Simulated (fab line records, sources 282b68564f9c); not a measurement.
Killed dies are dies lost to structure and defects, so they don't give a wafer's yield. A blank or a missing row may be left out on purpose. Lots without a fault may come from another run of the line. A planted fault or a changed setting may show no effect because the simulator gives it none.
fab line records | flow rit_cmos
record lots=14 wafers=41 last_day=7
route steps=202 shown SPACER@130 NLDD@160 CONTACT@177 M1@189
lots that met no fault: from a run of the same line without faults
start_h: hours from the record's first day to the start of the lot's first wafer shown | wait_h: hours since the lot's step before | " the same as in the row above | L1.1+2: a row that stands for several wafers | - no value, or no start given | * or withheld: withheld | < > ~ a bound
route shown NAME@n: a module of which the file shows steps, and the number in the route of the first | usual: mean/standard deviation of fault-free wafers | same: alike in all rows | chamber/n: place in a boat | sites: the reading at each site | _std_site: their standard deviation | _edge_site: outer sites' mean less inner sites' | radius_mm: how far each site lies from the wafer's centre | mask NAME#n: copy n | behind: the tool/chamber that last shaped the wafer | hold: why the lot was held/for how many hours/how that ended | device: the transistor (n, p or np) that didn't switch | end of line: the same wafers' tests at the end of the route | a step without rows: its recipe alone | killed: dies lost to structure and defects at the first sort, not the wafer's yield | map: a wafer's dies, x killed, . not, _ none there
set.NAME: the setting as run; set.NAME@STEP: as run at that earlier step | model.NAME: the simulator's own value behind a step, which no gauge read
steps of the route over a sample of lots; a table a step, a row a wafer
services: from which hour (start_h, from the record's first day; less than 0 if before it) a tool's chamber was out of use, for how many hours, and why
## steps
# step RIT_SPACER_ETCHBACK_05
# recipe target_depth_a=2500 SF6_flow_sccm=30 CHF3_flow_sccm=30 target=Si3N4 chemistry=SF6/CHF3 pressure_mtorr=40 rf_w=250 time_s=240 stop_on=SiO2
# usual SF6_flow_sccm=30.00/0.099 chamber_pressure_mTorr=40.00/0.036 drypump_motor_current_A=5.8/0.5 oes_product_au=0.842/0.015 throttle_valve_pct=10.29/0.15
# columns lot.wafer tool chamber start_h wait_h SF6_flow_sccm chamber_pressure_mTorr drypump_motor_current_A oes_product_au rf_hours_counter_h throttle_valve_pct
L223.3 rie_diel-01 3 51.03 0.0 30.15 40.03 5.0 0.852 10 10.37
L223.4 " 2 " " 30.11 40.10 5.4 0.840 117 10.10
L223.6 " 3 " " 30.09 40.02 5.0 0.840 - 10.38
L224.2 rie_diel-04 0 55.49 0.0 29.84 39.99 5.9 0.829 126 10.05
L224.3 " 2 " " 30.07 40.06 6.3 0.846 120 10.37
L224.6 " 3 " " 30.11 40.01 6.0 0.861 - 10.28
L225.1 rie_diel-01 3 62.06 0.1 30.12 40.04 5.0 0.844 10 10.38
L225.4 " 2 " " 29.97 39.94 5.4 0.827 117 10.11
L225.6 " 1 " " 29.95 39.98 5.7 0.843 - 10.53
L226.2 rie_diel-01 0 69.85 0.0 30.10 40.02 6.6 0.837 3 10.19
L226.4 " 3 " " 30.05 40.01 5.0 0.849 10 10.38
L226.6 " 0 " " 30.10 39.96 6.6 0.837 - 10.18
L228.2 rie_diel-04 0 77.76 0.0 29.93 40.04 5.9 0.821 126 10.02
L228.5 " 1 " " 30.01 40.02 5.6 0.853 - 10.34
L228.6 " 2 " " 29.77 39.98 6.3 0.819 - 10.38
L227.4 rie_diel-03 1 79.02 0.0 29.82 40.06 5.9 0.836 110 10.42
L227.5 " 1 " " 30.06 40.04 5.9 0.843 - 10.43
L227.6 " 2 " " 30.06 40.01 6.2 0.859 - 10.18
L229.1 rie_diel-01 2 80.94 0.1 30.03 40.03 5.4 0.822 117 10.08
L229.4 " 1 " " 29.92 40.02 5.7 0.830 131 10.55
L229.6 " 3 " " 29.94 40.02 5.0 0.824 - 10.35
L230.3 rie_diel-01 0 87.99 0.0 30.15 40.02 6.6 0.836 3 10.17
L230.5 " 0 " " 29.97 39.98 6.6 0.828 - 10.15
L230.6 " 1 " " 30.04 40.03 5.7 0.834 - 10.54
L231.2 rie_diel-03 2 93.08 0.0 29.96 40.00 6.2 0.854 8 10.18
L231.3 " 3 " " 30.13 39.99 4.8 0.862 66 10.32
L231.4 " 1 " " 29.92 40.02 5.9 0.830 111 10.42
L235.2 rie_diel-04 1 111.14 0.0 30.07 40.00 5.6 0.850 1 10.32
L235.6 " 1 " " 29.96 39.94 5.5 0.854 - 10.32
L237.4 rie_diel-03 1 120.63 0.0 30.01 39.95 5.9 0.834 111 10.41
L237.5 " 2 " " 29.80 40.00 6.2 0.864 - 10.17
L237.6 " 3 " " 29.87 40.03 4.8 0.879 - 10.33
L240.2 rie_diel-04 2 133.01 0.0 30.27 39.95 6.3 0.837 122 10.37
L240.4 " 1 " " 29.98 40.00 5.6 0.857 1 10.31
L240.5 " 0 " " 30.01 40.01 5.9 0.809 - 10.02
L241.1 rie_diel-04 1 142.25 0.1 30.12 40.02 5.6 0.850 1 10.31
L241.4 " 3 " " 30.01 39.98 6.0 0.860 96 10.28
L241.6 " 3 " " 30.05 39.98 6.0 0.867 - 10.28
L243.1 rie_diel-04 1 151.28 0.1 30.22 39.99 5.6 0.870 1 10.31
L243.2 " 2 " " 29.87 40.01 6.2 0.833 122 10.36
L243.3 " 0 " " 29.97 39.96 5.9 0.824 127 10.03
# step RIT_SDANNEAL_RS_MEAS_07
# recipe thk_meas_gauge=four-point-probe
# usual NLDD_RS=152.1/0.54
# columns lot.wafer tool chamber start_h wait_h NLDD_RS[ohm/sq]
L223.3 film_metro-04 - 55.23 0.1 150.8
L223.4 " - " " 150.9
L223.6 " - " " 151.6
L224.2 film_metro-03 - 59.45 0.1 152.0
L224.3 " - " " 152.5
L224.6 " - " " 152.1
L225.1 film_metro-03 - 66.12 0.1 152.3
L225.4 " - " " 152.6
L225.6 " - " " 152.3
L226.2 film_metro-04 - 73.86 0.1 152.1
L226.4 " - " " 151.4
L226.6 " - " " 152.1
L228.2 film_metro-04 - 82.02 0.1 152.7
L228.5 " - " " 151.8
L228.6 " - " " 152.2
L227.4 film_metro-04 - 83.52 0.1 152.5
L227.5 " - " " 151.8
L227.6 " - " " 152.7
L229.1 film_metro-03 - 85.24 0.1 152.4
L229.4 " - " " 152.1
L229.6 " - " " 152.7
L230.3 film_metro-03 - 92.08 0.1 151.8
L230.5 " - " " 152.3
L230.6 " - " " 151.9
L231.2 film_metro-04 - 97.01 0.1 151.8
L231.3 " - " " 152.7
L231.4 " - " " 152.6
L235.2 film_metro-03 - 115.24 0.1 151.3
L235.6 " - " " 151.4
L237.4 film_metro-04 - 124.72 0.1 151.9
L237.5 " - " " 151.0
L237.6 " - " " 151.4
L240.2 film_metro-02 - 137.55 0.1 152.7
L240.4 " - " " 153.0
L240.5 " - " " 152.9
L241.1 film_metro-04 - 146.44 0.1 152.3
L241.4 " - " " 152.6
L241.6 " - " " 152.9
L243.1 film_metro-03 - 155.23 0.1 152.4
L243.2 " - " " 151.6
L243.3 " - " " 151.9
# step RIT_CONTACT_OVL_MEAS_09
# usual CONTACT_OVL=2.0/0.92
# columns lot.wafer tool chamber start_h wait_h CONTACT_OVL[nm]
L223.3 overlay-02 - 57.22 0.1 1.4
L223.4 " - " " 2.8
L223.6 " - " " 2.5
L224.2 overlay-01 - 61.43 0.1 2.7
L224.3 " - " " 1.7
L224.6 " - " " 1.2
L225.1 overlay-02 - 68.12 0.1 3.2
L225.4 " - " " 2.8
L225.6 " - " " 3.0
L226.2 overlay-02 - 75.68 0.1 1.8
L226.4 " - " " 1.7
L226.6 " - " " 1.6
L228.2 overlay-02 - 83.85 0.1 1.1
L228.5 " - " " 2.7
L228.6 " - " " 1.3
L227.4 overlay-02 - 85.31 0.1 1.8
L227.5 " - " " 1.9
L227.6 " - " " 2.5
L229.1 overlay-02 - 87.08 0.1 3.0
L229.4 " - " " 3.1
L229.6 " - " " 2.4
L230.3 overlay-02 - 93.88 0.1 1.1
L230.5 " - " " 1.6
L230.6 " - " " -0.1
L231.2 overlay-01 - 98.83 0.1 1.2
L231.3 " - " " 1.2
L231.4 " - " " 0.2
L235.2 overlay-02 - 117.19 0.1 0.9
L235.6 " - " " 1.6
L237.4 overlay-01 - 126.70 0.1 1.8
L237.5 " - " " 2.5
L237.6 " - " " 1.4
L240.2 overlay-02 - 139.50 0.1 1.8
L240.4 " - " " 0.6
L240.5 " - " " -0.3
L241.1 overlay-02 - 148.56 0.1 2.2
L241.4 " - " " 1.4
L241.6 " - " " 1.6
L243.1 overlay-02 - 157.20 0.1 1.2
L243.2 " - " " 1.2
L243.3 " - " " 1.5
# step RIT_M1_SOFTBAKE_05
# recipe resist=NOVOLAK temp_c=90 time_s=60
# usual heater_power_total_W=34.56/0.054 run_length_s=89.33/0.2
# columns lot.wafer tool chamber start_h wait_h heater_power_total_W run_length_s
L223.3 litho_track-01 0 59.10 0.1 34.60 89.47
L223.4 " 0 " " 34.54 89.47
L223.6 " 0 " " 34.54 89.33
L224.2 litho_track-01 0 63.28 0.1 34.50 89.36
L224.3 " 0 " " 34.53 89.53
L224.6 " 0 " " 34.47 89.35
L225.1 litho_track-04 0 69.92 0.1 34.55 88.92
L225.4 " 0 " " 34.52 89.23
L225.6 " 0 " " 34.49 88.90
L226.2 litho_track-01 0 77.53 0.1 34.59 89.50
L226.4 " 0 " " 34.61 89.35
L226.6 " 0 " " 34.50 89.45
L228.2 litho_track-02 0 85.70 0.1 34.47 89.25
L228.5 " 0 " " 34.52 89.51
L228.6 " 0 " " 34.53 89.11
L227.4 litho_track-02 0 87.24 0.1 34.52 89.43
L227.5 " 0 " " 34.54 89.10
L227.6 " 0 " " 34.64 89.18
L229.1 litho_track-04 0 88.91 0.1 34.51 89.05
L229.4 " 0 " " 34.62 88.97
L229.6 " 0 " " 34.50 89.18
L230.3 litho_track-01 0 95.74 0.1 34.56 89.40
L230.5 " 0 " " 34.46 89.33
L230.6 " 0 " " 34.61 89.35
L231.2 litho_track-01 0 100.65 0.1 34.60 89.40
L231.3 " 0 " " 34.56 89.40
L231.4 " 0 " " 34.55 89.36
L235.2 litho_track-01 0 119.06 0.1 35.55 84.35
L235.6 " 0 " " 35.48 84.59
L237.4 litho_track-01 0 128.57 0.1 35.48 84.23
L237.5 " 0 " " 35.50 84.48
L237.6 " 0 " " 35.43 84.45
L240.2 litho_track-02 0 141.54 0.1 34.55 89.21
L240.4 " 0 " " 34.58 89.20
L240.5 " 0 " " 34.59 89.10
L241.1 litho_track-04 0 150.56 0.1 34.63 88.94
L241.4 " 0 " " 34.63 89.10
L241.6 " 0 " " 34.54 89.13
L243.1 litho_track-02 0 159.01 0.1 34.58 89.31
L243.2 " 0 " " 34.63 89.41
L243.3 " 0 " " 34.54 89.22
# step RIT_M1_PROBE_99
# usual defect_limited_yield=97.1/1.2 killed_at_contacts=0.1/0.31 killed_at_front_end=8/3.1 killed_dies=8/3.2 killed_open=3.9/2.2 killed_short=3.8/2.1 sort_bin_3_pad_short=0.1/0.23 sort_bin_5_function=1.7/0.86 sort_bin_6_memory=1.1/0.7 sort_n_pass=256/3.2 sort_yield_pct=97.1/1.2
# same gross_dies=264 killed_at_M0_to_M3=0 killed_at_M4_up=0 killed_at_back_side=0 killed_at_other=0
# columns lot.wafer tool chamber start_h wait_h defect_limited_yield[%] killed_at_contacts killed_at_front_end killed_dies killed_open killed_short sort_bin_3_pad_short[%] sort_bin_5_function[%] sort_bin_6_memory[%] sort_n_pass sort_yield_pct[%]
L223.3 prober-02 - 62.40 0.2 95.5 0 12 12 5 7 0.4 2.3 1.9 252 95.5
L223.4 prober-02 - 62.45 0.2 95.5 0 12 12 5 7 0.4 2.7 1.5 252 95.5
L223.6 prober-02 - 62.55 0.2 97.0 0 8 8 6 2 0 1.1 1.9 256 97.0
L224.2 prober-01 - 66.54 0.1 98.5 0 4 4 4 0 0 1.1 0.4 260 98.5
L224.3 prober-01 - 66.59 0.2 99.2 0 2 2 0 2 0 0 0.8 262 99.2
L224.6 prober-01 - 66.74 0.2 97.3 0 7 7 3 4 0 2.3 0.4 257 97.3
L225.1 prober-02 - 73.42 0.1 95.5 0 12 12 7 5 0.4 2.7 1.5 252 95.5
L225.4 prober-02 - 73.57 0.2 97.0 0 8 8 4 4 0 0.8 2.3 256 97.0
L225.6 prober-02 - 73.67 0.2 97.3 0 7 7 1 6 0 0.8 1.9 257 97.3
L226.2 prober-01 - 80.81 0.1 97.7 0 6 6 5 1 0 1.1 1.1 258 97.7
L226.4 prober-01 - 80.91 0.2 98.5 0 4 4 1 3 0 1.1 0.4 260 98.5
L226.6 prober-01 - 81.01 0.2 97.0 0 8 8 4 4 0.4 1.9 0.8 256 97.0
L228.2 prober-02 - 89.08 0.1 95.8 1 10 11 6 5 0 3.4 0.8 253 95.8
L228.5 prober-02 - 89.23 0.2 98.1 0 5 5 4 1 0.4 1.1 0.4 259 98.1
L228.6 prober-02 - 89.28 0.2 98.5 0 4 4 2 2 0 1.1 0.4 260 98.5
L227.4 prober-01 - 90.68 0.2 97.3 0 7 7 5 2 0 1.9 0.8 257 97.3
L227.5 prober-01 - 90.73 0.2 97.3 0 7 7 4 3 0.4 1.1 1.1 257 97.3
L227.6 prober-01 - 90.78 0.2 96.6 0 9 9 3 6 0.4 2.7 0.4 255 96.6
L229.1 prober-02 - 92.29 0.1 95.8 0 11 11 6 5 0.4 2.3 1.5 253 95.8
L229.4 prober-02 - 92.44 0.2 94.7 1 13 14 5 9 0.4 3.0 1.9 250 94.7
L229.6 prober-02 - 92.54 0.2 98.9 0 3 3 1 2 0 1.1 0 261 98.9
L230.3 prober-01 - 99.15 0.2 98.5 0 4 4 3 1 0 1.1 0.4 260 98.5
L230.5 prober-01 - 99.25 0.2 98.5 0 4 4 1 3 0 0.8 0.8 260 98.5
L230.6 prober-01 - 99.30 0.2 98.1 0 5 5 2 3 0 1.5 0.4 259 98.1
L231.2 prober-02 - 108.64 0.1 97.0 0 8 8 8 0 0 1.5 1.5 256 97.0
L231.3 prober-02 - 108.69 0.2 96.6 0 9 9 4 5 0 3.0 0.4 255 96.6
L231.4 prober-02 - 108.74 0.2 94.7 1 13 14 10 4 0 3.8 1.5 250 94.7
L235.2 prober-02 - 122.46 0.1 97.3 0 7 7 4 3 0 1.9 0.8 257 97.3
L235.6 prober-02 - 122.66 0.2 95.8 0 11 11 9 2 0 2.3 1.9 253 95.8
L237.4 prober-02 - 132.17 0.2 98.9 0 3 3 1 2 0 0.8 0.4 261 98.9
L237.5 prober-02 - 132.22 0.2 95.8 0 11 11 9 2 0 3.0 1.1 253 95.8
L237.6 prober-02 - 132.27 0.2 97.7 0 6 6 2 4 0 1.1 1.1 258 97.7
L240.2 prober-01 - 144.98 0.1 95.5 0 12 12 7 5 0.4 3.0 1.1 252 95.5
L240.4 prober-01 - 145.08 0.2 97.7 0 6 6 3 3 0.4 1.1 0.8 258 97.7
L240.5 prober-01 - 145.13 0.2 96.2 0 10 10 4 6 0 3.0 0.8 254 96.2
L241.1 prober-02 - 153.94 0.1 96.6 0 9 9 2 7 0.4 1.9 1.1 255 96.6
L241.4 prober-02 - 154.09 0.2 98.1 0 5 5 4 1 0 1.1 0.8 259 98.1
L241.6 prober-02 - 154.19 0.2 95.5 0 12 12 4 8 0 2.3 2.3 252 95.5
L243.1 prober-02 - 162.32 0.1 97.3 0 7 7 2 5 0 1.9 0.8 257 97.3
L243.2 prober-02 - 162.37 0.1 98.5 0 4 4 1 3 0 1.5 0 260 98.5
L243.3 prober-02 - 162.42 0.2 97.3 1 6 7 2 5 0.4 1.9 0.4 257 97.3
# killed by level:class
L223.3 GATE:geometric_particle:short=3 SILICIDE:geometric_particle:open=2 FOX1:geometric_particle:open=1 FOX2:geometric_particle:short=1 GATE:geometric_particle:open=1 REOX:geometric_particle:open=1 REOX:geometric_particle:short=1 SPACER:geometric_particle:short=1
L223.4 GATE:geometric_particle:open=3 GATE:geometric_particle:short=2 FOX1:geometric_particle:short=1 FOX2:geometric_particle:short=1 REOX:geometric_particle:short=1 SPACER:geometric_particle:short=1 SPACER:geometric_particle:open=1 SILICIDE:geometric_particle:open=1
L223.6 FOX2:geometric_particle:short=2 FOX2:geometric_particle:open=2 GATE:geometric_particle:open=2 REOX:geometric_particle:open=2
L224.2 SILICIDE:geometric_particle:open=2 FOX1:geometric_particle:open=1 SPACER:geometric_particle:open=1
L224.3 SPACER:geometric_particle:short=2
L224.6 FOX1:geometric_particle:short=1 FOX1:geometric_particle:open=1 GATE:geometric_particle:open=1 GATE:geometric_particle:short=1 REOX:geometric_particle:short=1 REOX:geometric_particle:open=1 SILICIDE:geometric_particle:short=1
L225.1 FOX1:geometric_particle:open=2 GATE:geometric_particle:open=2 REOX:geometric_particle:short=2 FOX1:geometric_particle:short=1 FOX2:geometric_particle:open=1 FOX2:geometric_particle:short=1 GATE:geometric_particle:short=1 REOX:geometric_particle:open=1
L225.4 SPACER:geometric_particle:short=3 SPACER:geometric_particle:open=2 FOX1:geometric_particle:short=1 FOX1:geometric_particle:open=1 REOX:geometric_particle:open=1
L225.6 REOX:geometric_particle:short=2 SPACER:geometric_particle:short=2 FOX1:geometric_particle:short=1 GATE:geometric_particle:short=1 GATE:geometric_particle:open=1
L226.2 FOX1:geometric_particle:open=2 GATE:geometric_particle:open=2 GATE:geometric_particle:short=1 REOX:geometric_particle:open=1
L226.4 GATE:geometric_particle:short=3 STARTING-WAFER:geometric_particle:open=1
L226.6 REOX:geometric_particle:short=3 SPACER:geometric_particle:open=2 FOX1:geometric_particle:open=1 REOX:geometric_particle:open=1 SPACER:geometric_particle:short=1
L228.2 SPACER:geometric_particle:open=3 GATE:geometric_particle:short=2 SPACER:geometric_particle:short=2 FOX2:geometric_particle:open=1 SILICIDE:geometric_particle:short=1 SILICIDE:geometric_particle:open=1 CONTACT:geometric_particle:open=1
L228.5 SILICIDE:geometric_particle:open=2 REOX:geometric_particle:open=1 SPACER:geometric_particle:open=1 SILICIDE:geometric_particle:short=1
L228.6 FOX2:geometric_particle:short=1 GATE:geometric_particle:open=1 GATE:geometric_particle:short=1 SPACER:geometric_particle:open=1
L227.4 GATE:geometric_particle:open=2 REOX:geometric_particle:open=2 FOX2:geometric_particle:open=1 SPACER:geometric_particle:short=1 SILICIDE:geometric_particle:short=1
L227.5 GATE:geometric_particle:open=3 FOX2:geometric_particle:open=1 FOX2:geometric_particle:short=1 GATE:geometric_particle:short=1 SPACER:geometric_particle:short=1
L227.6 GATE:geometric_particle:open=2 REOX:geometric_particle:short=2 SPACER:geometric_particle:short=2 FOX2:geometric_particle:short=1 SPACER:geometric_particle:open=1 SILICIDE:geometric_particle:short=1
L229.1 GATE:geometric_particle:short=3 SILICIDE:geometric_particle:open=2 FOX1:geometric_particle:open=1 FOX2:geometric_particle:open=1 GATE:geometric_particle:open=1 REOX:geometric_particle:short=1 REOX:geometric_particle:open=1 SILICIDE:geometric_particle:short=1
L229.4 SPACER:geometric_particle:short=3 GATE:geometric_particle:short=2 SILICIDE:geometric_particle:short=2 FOX1:geometric_particle:open=1 FOX2:geometric_particle:short=1 REOX:geometric_particle:short=1 REOX:geometric_particle:open=1 SPACER:geometric_particle:open=1
L229.6 FOX2:geometric_particle:short=1 GATE:geometric_particle:open=1 SPACER:geometric_particle:short=1
L230.3 GATE:geometric_particle:open=2 GATE:geometric_particle:short=1 REOX:geometric_particle:open=1
L230.5 GATE:geometric_particle:short=2 FOX1:geometric_particle:open=1 FOX1:geometric_particle:short=1
L230.6 FOX1:geometric_particle:short=1 GATE:geometric_particle:short=1 REOX:geometric_particle:open=1 SPACER:geometric_particle:open=1 SPACER:geometric_particle:short=1
L231.2 FOX1:geometric_particle:open=3 GATE:geometric_particle:open=3 SILICIDE:geometric_particle:open=2
L231.3 SILICIDE:geometric_particle:short=3 GATE:geometric_particle:open=2 FOX1:geometric_particle:short=1 FOX2:geometric_particle:open=1 GATE:geometric_particle:short=1 REOX:geometric_particle:open=1
L231.4 GATE:geometric_particle:open=6 GATE:geometric_particle:short=2 REOX:geometric_particle:short=2 REOX:geometric_particle:open=1 SPACER:geometric_particle:open=1 SILICIDE:geometric_particle:open=1 CONTACT:geometric_particle:open=1
L235.2 FOX1:geometric_particle:open=2 ACTIVE:geometric_particle:open=1 FOX1:geometric_particle:short=1 GATE:geometric_particle:short=1 SPACER:geometric_particle:short=1 SPACER:geometric_particle:open=1
L235.6 GATE:geometric_particle:open=3 REOX:geometric_particle:open=3 FOX1:geometric_particle:short=1 FOX1:geometric_particle:open=1 REOX:geometric_particle:short=1 SPACER:geometric_particle:open=1 SILICIDE:geometric_particle:open=1
L237.4 FOX2:geometric_particle:short=2 FOX2:geometric_particle:open=1
L237.5 FOX2:geometric_particle:open=3 FOX2:geometric_particle:short=2 GATE:geometric_particle:open=2 FOX1:geometric_particle:open=1 REOX:geometric_particle:open=1 SPACER:geometric_particle:open=1 SILICIDE:geometric_particle:open=1
L237.6 GATE:geometric_particle:short=3 GATE:geometric_particle:open=2 FOX2:geometric_particle:short=1
L240.2 GATE:geometric_particle:open=4 FOX1:geometric_particle:short=2 FOX2:geometric_particle:open=2 GATE:geometric_particle:short=2 FOX2:geometric_particle:short=1 SILICIDE:geometric_particle:open=1
L240.4 GATE:geometric_particle:open=3 FOX2:geometric_particle:short=2 GATE:geometric_particle:short=1
L240.5 GATE:geometric_particle:short=5 REOX:geometric_particle:open=2 FOX2:geometric_particle:short=1 GATE:geometric_particle:open=1 SILICIDE:geometric_particle:open=1
L241.1 GATE:geometric_particle:short=3 REOX:geometric_particle:short=2 GATE:geometric_particle:open=1 SPACER:geometric_particle:short=1 SILICIDE:geometric_particle:short=1 SILICIDE:geometric_particle:open=1
L241.4 GATE:geometric_particle:open=3 FOX1:geometric_particle:short=1 SILICIDE:geometric_particle:open=1
L241.6 REOX:geometric_particle:short=3 GATE:geometric_particle:short=2 SILICIDE:geometric_particle:open=2 SILICIDE:geometric_particle:short=2 FOX1:geometric_particle:open=1 FOX1:geometric_particle:short=1 GATE:geometric_particle:open=1
L243.1 GATE:geometric_particle:short=2 FOX1:geometric_particle:open=1 GATE:geometric_particle:open=1 REOX:geometric_particle:short=1 SPACER:geometric_particle:short=1 SILICIDE:geometric_particle:short=1
L243.2 FOX1:geometric_particle:short=2 GATE:geometric_particle:open=1 GATE:geometric_particle:short=1
L243.3 GATE:geometric_particle:open=2 GATE:geometric_particle:short=2 SPACER:geometric_particle:short=1 SILICIDE:geometric_particle:short=1 CONTACT:geometric_particle:short=1
## services
# columns tool chamber start_h hours kind
rie_diel-04 2 39.09 4.6 repair
rie_diel-04 1 43.79 6.4 repair
rie_diel-03 0 48.54 3.1 repair
rie_diel-04 1 54.57 - clean
rie_diel-04 1 54.57 21.7 scheduled_down
rie_diel-04 1 54.57 21.7 vent_cycle
rie_diel-03 0 83.63 2.8 repair
rie_diel-04 1 89.53 1.7 repair
rie_diel-04 - 91.82 2.8 pm
rie_diel-04 0 99.78 12.5 repair
rie_diel-01 2 113.30 7.1 repair
rie_diel-01 3 118.74 1.6 repair
rie_diel-01 0 144.86 6.6 repair
rie_diel-04 3 152.95 2.2 repair
rie_diel-04 1 158.68 1.5 repair
## key
first_sign step=RIT_M1_SOFTBAKE_05 reading=run_length_s direction=down sigmas=24 usual=* struck=*
effect step=RIT_M1_SOFTBAKE_05 reading=heater_power_total_W direction=up sigmas=17 usual=34.56 struck=35.49
met_at RIT_M1_SOFTBAKE_05
struck_lots L235,L237
not_acting_at RIT_SPACER_ETCHBACK_05,RIT_SDANNEAL_RS_MEAS_07,RIT_CONTACT_OVL_MEAS_09
onset_between 100.65 119.06
fault kind=process_parameter_drift tool=litho_track-01 chamber=- onset_h=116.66 steps=RIT_M1_SOFTBAKE_05 channel=time_s offset=* shape=step end_h=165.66 acts_in=* stated=*
